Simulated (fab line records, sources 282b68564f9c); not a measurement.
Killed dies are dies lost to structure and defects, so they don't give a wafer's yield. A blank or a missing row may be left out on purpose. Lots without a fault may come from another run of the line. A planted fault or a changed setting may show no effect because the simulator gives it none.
Split-lot experiment | flow rit_cmos | 5 lots, 23 wafers read, on a route of 202 steps

THE SPLIT
At RIT_PLDD_COAT_01 (resist thk 1000 nm), the setting spin_rpm was moved away from the recipe's 3250 rpm on 9 of the 23 wafers read, by +2.5% to +7.4%. The other wafers ran this setting at the recipe's value.

FROM THE SPLIT TO THE READING: what the file shows between them, 3 steps
- RIT_PLDD_SOFTBAKE_02: time 60 s
- RIT_PLDD_EXPOSE_03: exposes mask M8, target cd 40900 nm
- RIT_PLDD_DEVELOP_05: develop time 50 s

THE READING
NOVOLAK_of_PLDD_COAT_01.thk_nm (the simulator's own value, which no gauge read), in nm, at RIT_PLDD_HARDBAKE_07 (time 60 s). The file gives no usual value for it. The 14 wafers here that ran the recipe average 884.2 nm, standard deviation 2 nm.

wafer  | tool, chamber at the split | spin_rpm as run, rpm | against the recipe | NOVOLAK_of_PLDD_COAT_01.thk_nm, nm | against lot-mates on the recipe
L076.1 | litho_track-02, 0          | 3250                 | recipe             | 885.5                              | -
L076.2 | litho_track-02, 0          | 3250                 | recipe             | 885.6                              | -
L076.3 | litho_track-02, 0          | 3366                 | +3.6%              | 872.6                              | -14.0
L076.4 | litho_track-02, 0          | 3366                 | +3.6%              | 868.8                              | -17.8
L076.6 | litho_track-02, 0          | 3250                 | recipe             | 888.6                              | -
L077.1 | litho_track-02, 0          | 3250                 | recipe             | 882.5                              | -
L077.3 | litho_track-02, 0          | 3250                 | recipe             | 883.1                              | -
L077.4 | litho_track-02, 0          | 3250                 | recipe             | 884.4                              | -
L077.5 | litho_track-02, 0          | 3453                 | +6.2%              | 856.9                              | -26.4
L077.6 | litho_track-02, 0          | 3453                 | +6.2%              | 854.5                              | -28.8
L079.2 | litho_track-01, 0          | 3250                 | recipe             | 882.9                              | -
L079.3 | litho_track-01, 0          | 3250                 | recipe             | 884.5                              | -
L079.4 | litho_track-01, 0          | 3331                 | +2.5%              | 871.5                              | -12.2
L079.5 | litho_track-01, 0          | 3331                 | +2.5%              | 873.3                              | -10.4
L079.6 | litho_track-01, 0          | 3331                 | +2.5%              | 875.3                              | -8.4
L081.2 | litho_track-02, 0          | 3250                 | recipe             | 884.8                              | -
L081.3 | litho_track-02, 0          | 3250                 | recipe             | 881.6                              | -
L081.4 | litho_track-02, 0          | 3490                 | +7.4%              | 853.8                              | -30.4
L081.5 | litho_track-02, 0          | 3490                 | +7.4%              | 855                                | -29.2
L081.6 | litho_track-02, 0          | 3250                 | recipe             | 886.3                              | -
L084.1 | litho_track-02, 0          | 3250                 | recipe             | 880.7                              | -
L084.3 | litho_track-02, 0          | 3250                 | recipe             | 885.4                              | -
L084.5 | litho_track-02, 0          | 3250                 | recipe             | 883                                | -

THE FIT
A straight line over all 23 wafers: NOVOLAK_of_PLDD_COAT_01.thk_nm changes by -4.21 nm for each +1% of spin_rpm; r = -0.98; the points scatter about the line by 2.1 nm.
The same after taking each lot's own level away (the mean of its wafers on the recipe; 23 wafers): -4.21 nm for each +1%; r = -0.99; scatter 1.7 nm.
On that fit, the largest move of spin_rpm shifts the reading by 31 nm.
The lots' own levels span 883.03 to 886.57 nm, that is 1.8 times the standard deviation above.
So the lot-to-lot level changes the slope little: the two slopes agree.
Check: with one of the wafers moved furthest among these (+7.4%) left out of the fit, the line predicts -31.4 nm for it against its lot-mates. It came out at -30.4 nm against them.

OTHER SPLITS ON THESE WAFERS
These wafers also went through other splits before the reading. Each is held against what the fit with the lots' levels taken away leaves over:
other split on the same wafers   | wafers away from the commonest value | r with NOVOLAK_of_PLDD_COAT_01.thk_nm (lot level and that fit taken away)
RIT_NWELL_IMPLANT_08 energy_kev  | 7                                    | -0.38
RIT_NRETRO_COAT_01 resist_thk_nm | 9                                    | -0.24
RIT_NRETRO_IMPLANT_08 energy_kev | 7                                    | -0.23
RIT_PRETRO_IMPLANT_08 energy_kev | 7                                    | +0.25
RIT_GATE_OXIDATION_05 temp_c     | 15                                   | -0.18

THE WHOLE CHAIN: every reading that the file lists as answering this split, in the file's order
step                 | what it does       | reading                                                                         | change (the file's fit)              | r (the file's)
RIT_PLDD_COAT_01     | resist thk 1000 nm | NOVOLAK_of_PLDD_COAT_01.thk_nm (the simulator's own value, which no gauge read) | -4.82 nm for each +1% of the setting | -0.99
RIT_PLDD_HARDBAKE_07 | time 60 s          | NOVOLAK_of_PLDD_COAT_01.thk_nm (the simulator's own value, which no gauge read) | -4.22 nm for each +1% of the setting | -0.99

THE FILE'S OWN FIT
NOVOLAK_of_PLDD_COAT_01.thk_nm changes by -4.22 nm for each +1% of spin_rpm, r = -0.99.
